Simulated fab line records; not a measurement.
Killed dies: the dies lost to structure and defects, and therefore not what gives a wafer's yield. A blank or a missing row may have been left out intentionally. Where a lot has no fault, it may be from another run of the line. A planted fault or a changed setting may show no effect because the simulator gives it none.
Matching of chambers -- flow rit_cmos -- 3 sister chambers for RIT_SDANNEAL_CLEAN_01 on wet_bench-04
The step cleans in dHF, time 30 s. 3 wafers are shown with their chamber, then 7 later ones without.

## WAFERS, EACH WITH ITS CHAMBER
wafer,chamber,run_length_s (s)
L940.5,1,55.8
L955.6,0,57.3
L956.3,2,56.3

## WAFERS WITH NO CHAMBER GIVEN
wafer,run_length_s (s)
L956.4,56.3
L958.3,55.4
L958.4,55.4
L958.5,55.4
L959.2,61.1
L959.5,61.1
L959.6,61.1

## WHICH CHAMBER EACH WENT THROUGH
wafer,from the rows above,in truth
L956.4,can't be placed: 2 or 1 or 0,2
L958.3,can't be placed: 1 or 2 or 0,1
L958.4,can't be placed: 1 or 2 or 0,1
L958.5,can't be placed: 1 or 2 or 0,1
L959.2,can't be placed: 0 or 2 or 1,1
L959.5,can't be placed: 0 or 2 or 1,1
L959.6,can't be placed: 0 or 2 or 1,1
Correctly placed: 0 of 7. Not placeable from these rows: 7 (in 7, the candidates include the true chamber). 0 placed wrongly.
How it was worked out, from the rows above alone: a wafer's distance from a chamber is the root of the sum, over the readings, of the square of ((its reading less the chamber's mean) divided by the reading's scatter). The wafer belongs to the nearest chamber; if the next one is less than 2 further off, it can't be placed. A chamber's mean is the mean of its shown wafers. The scatter (one wafer shown for each chamber): square how far every hidden wafer sits from the nearest shown wafer, average those squares and take the square root.
